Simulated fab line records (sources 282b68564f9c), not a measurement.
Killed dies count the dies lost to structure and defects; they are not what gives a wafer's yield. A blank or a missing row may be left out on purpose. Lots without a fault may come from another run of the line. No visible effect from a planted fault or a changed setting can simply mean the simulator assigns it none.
Split-lot experiment / flow rit cmos / 23 wafers read across 5 lots, on a route 202 steps long

## ON THE SPLIT
At RIT_SILICIDE_SPUTTER_01 (material Ti, target thk 30 nm, time 240 s), the setting power w was moved away from the recipe's 350 W on 7 of the 23 wafers read, by -10.0% to +3.6%. For the rest of the wafers, this setting stayed at what the recipe calls for.

## FROM THE SPLIT TO THE READING: what the file shows between them, 1 step
- RIT_SILICIDE_RS_MEAS_02: measures by four-point-probe

## THE READING
SILICIDE_TI_THK, in nm, at RIT_SILICIDE_THK_MEAS_03 (measures by xrf). On this fab line, fault-free wafers typically give 30.2 nm with a standard deviation of 0.35 nm.

wafer=L075.1; tool, chamber at the split=pvd sputter-02, -; power w as run, W=362.7; against the recipe=+3.6%; SILICIDE_TI_THK, nm=31.6; against lot-mates on the recipe=+1.1
wafer=L075.2; tool, chamber at the split=pvd sputter-02, -; power w as run, W=362.7; against the recipe=+3.6%; SILICIDE_TI_THK, nm=31.2; against lot-mates on the recipe=+0.7
wafer=L075.4; tool, chamber at the split=pvd sputter-02, -; power w as run, W=350; against the recipe=recipe; SILICIDE_TI_THK, nm=30.3; against lot-mates on the recipe=-
wafer=L075.5; tool, chamber at the split=pvd sputter-02, -; power w as run, W=362.7; against the recipe=+3.6%; SILICIDE_TI_THK, nm=31.6; against lot-mates on the recipe=+1.1
wafer=L075.6; tool, chamber at the split=pvd sputter-02, -; power w as run, W=350; against the recipe=recipe; SILICIDE_TI_THK, nm=30.6; against lot-mates on the recipe=-
wafer=L078.2; tool, chamber at the split=pvd sputter-01, -; power w as run, W=350; against the recipe=recipe; SILICIDE_TI_THK, nm=30.9; against lot-mates on the recipe=-
wafer=L078.4; tool, chamber at the split=pvd sputter-01, -; power w as run, W=350; against the recipe=recipe; SILICIDE_TI_THK, nm=30.5; against lot-mates on the recipe=-
wafer=L078.5; tool, chamber at the split=pvd sputter-01, -; power w as run, W=350; against the recipe=recipe; SILICIDE_TI_THK, nm=30.6; against lot-mates on the recipe=-
wafer=L079.1; tool, chamber at the split=pvd sputter-02, -; power w as run, W=350; against the recipe=recipe; SILICIDE_TI_THK, nm=30.2; against lot-mates on the recipe=-
wafer=L079.2; tool, chamber at the split=pvd sputter-02, -; power w as run, W=350; against the recipe=recipe; SILICIDE_TI_THK, nm=30.2; against lot-mates on the recipe=-
wafer=L079.3; tool, chamber at the split=pvd sputter-02, -; power w as run, W=350; against the recipe=recipe; SILICIDE_TI_THK, nm=30.1; against lot-mates on the recipe=-
wafer=L079.4; tool, chamber at the split=pvd sputter-02, -; power w as run, W=350; against the recipe=recipe; SILICIDE_TI_THK, nm=30.6; against lot-mates on the recipe=-
wafer=L079.5; tool, chamber at the split=pvd sputter-02, -; power w as run, W=350; against the recipe=recipe; SILICIDE_TI_THK, nm=30.0; against lot-mates on the recipe=-
wafer=L080.1; tool, chamber at the split=pvd sputter-01, -; power w as run, W=350; against the recipe=recipe; SILICIDE_TI_THK, nm=30.0; against lot-mates on the recipe=-
wafer=L080.2; tool, chamber at the split=pvd sputter-01, -; power w as run, W=350; against the recipe=recipe; SILICIDE_TI_THK, nm=29.8; against lot-mates on the recipe=-
wafer=L080.3; tool, chamber at the split=pvd sputter-01, -; power w as run, W=350; against the recipe=recipe; SILICIDE_TI_THK, nm=30.0; against lot-mates on the recipe=-
wafer=L080.5; tool, chamber at the split=pvd sputter-01, -; power w as run, W=315.1; against the recipe=-10.0%; SILICIDE_TI_THK, nm=27.0; against lot-mates on the recipe=-2.9
wafer=L080.6; tool, chamber at the split=pvd sputter-01, -; power w as run, W=315.1; against the recipe=-10.0%; SILICIDE_TI_THK, nm=26.8; against lot-mates on the recipe=-3.1
wafer=L082.1; tool, chamber at the split=pvd sputter-01, -; power w as run, W=350; against the recipe=recipe; SILICIDE_TI_THK, nm=30.0; against lot-mates on the recipe=-
wafer=L082.2; tool, chamber at the split=pvd sputter-01, -; power w as run, W=338.4; against the recipe=-3.3%; SILICIDE_TI_THK, nm=29.3; against lot-mates on the recipe=-1.1
wafer=L082.3; tool, chamber at the split=pvd sputter-01, -; power w as run, W=338.4; against the recipe=-3.3%; SILICIDE_TI_THK, nm=29.7; against lot-mates on the recipe=-0.7
wafer=L082.4; tool, chamber at the split=pvd sputter-01, -; power w as run, W=350; against the recipe=recipe; SILICIDE_TI_THK, nm=30.7; against lot-mates on the recipe=-
wafer=L082.6; tool, chamber at the split=pvd sputter-01, -; power w as run, W=350; against the recipe=recipe; SILICIDE_TI_THK, nm=30.4; against lot-mates on the recipe=-

THE FIT
A straight line over all 23 wafers: SILICIDE_TI_THK changes by +0.331 nm for each +1% of power w; r = +0.97; the points scatter about the line by 0.3 nm.
The same after taking each lot's own level away (the mean of its wafers on the recipe; 23 wafers): +0.297 nm for each +1%; r = +0.98; scatter 0.2 nm.
Per that fit: largest power w move, reading shift of 3 nm.
The span of the lots' own levels, 29.93 to 30.67 nm, comes to 2.1 times the standard deviation stated above.
Hence the slope depends on the lot-to-lot level, as the two fits are not the same.
Check: with one of the wafers moved furthest among these (-10.0%) left out of the fit, the line predicts -2.98 nm for it against its lot-mates. It came out at -2.93 nm against them.

## THE OTHER SPLITS THESE WAFERS WENT THROUGH
Before the reading, these wafers also passed through other splits. Each is held against what the fit with the lots' levels taken away leaves over:
other split on the same wafers=RIT_ACTIVE_SOFTBAKE_07 temp c; wafers away from the commonest value=5; r with SILICIDE_TI_THK (lot level and that fit taken away)=+0.17
other split on the same wafers=RIT_NWELL_IMPLANT_08 dose cm2; wafers away from the commonest value=10; r with SILICIDE_TI_THK (lot level and that fit taken away)=-0.14
other split on the same wafers=RIT_PWELL_IMPLANT_08 dose cm2; wafers away from the commonest value=10; r with SILICIDE_TI_THK (lot level and that fit taken away)=+0.01
other split on the same wafers=RIT_NRETRO_COAT_01 resist thk nm; wafers away from the commonest value=11; r with SILICIDE_TI_THK (lot level and that fit taken away)=+0.17
other split on the same wafers=RIT_GATE_OXIDATION_05 temp c; wafers away from the commonest value=18; r with SILICIDE_TI_THK (lot level and that fit taken away)=-0.11
other split on the same wafers=RIT_GATE_EXPOSE_13 dose mj; wafers away from the commonest value=5; r with SILICIDE_TI_THK (lot level and that fit taken away)=-0.04
other split on the same wafers=RIT_GATE_STRIP_20 o2 flow sccm; wafers away from the commonest value=10; r with SILICIDE_TI_THK (lot level and that fit taken away)=-0.12
other split on the same wafers=RIT_NSD_COAT_01 resist thk nm; wafers away from the commonest value=12; r with SILICIDE_TI_THK (lot level and that fit taken away)=+0.08

## THE WHOLE CHAIN: every reading that the file lists as answering this split, in the file's order
step=RIT_SILICIDE_SPUTTER_01; what it does=material Ti, target thk 30 nm, time 240 s; reading=Ti_of_SILICIDE_SPUTTER_01.thk nm (the simulator's own value, which no gauge read); change (the file's fit)=+0.295 nm for each +1% of the setting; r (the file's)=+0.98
step=RIT_SILICIDE_RS_MEAS_02; what it does=measures by four-point-probe; reading=SILICIDE_TI_RS; change (the file's fit)=-0.645 for each +1% of the setting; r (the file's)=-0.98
step=RIT_SILICIDE_THK_MEAS_03; what it does=measures by xrf; reading=SILICIDE_TI_THK; change (the file's fit)=+0.292 for each +1% of the setting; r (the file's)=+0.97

## FILE'S OWN FIT
SILICIDE_TI_THK changes by +0.292 nm for each +1% of power w, r = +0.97.
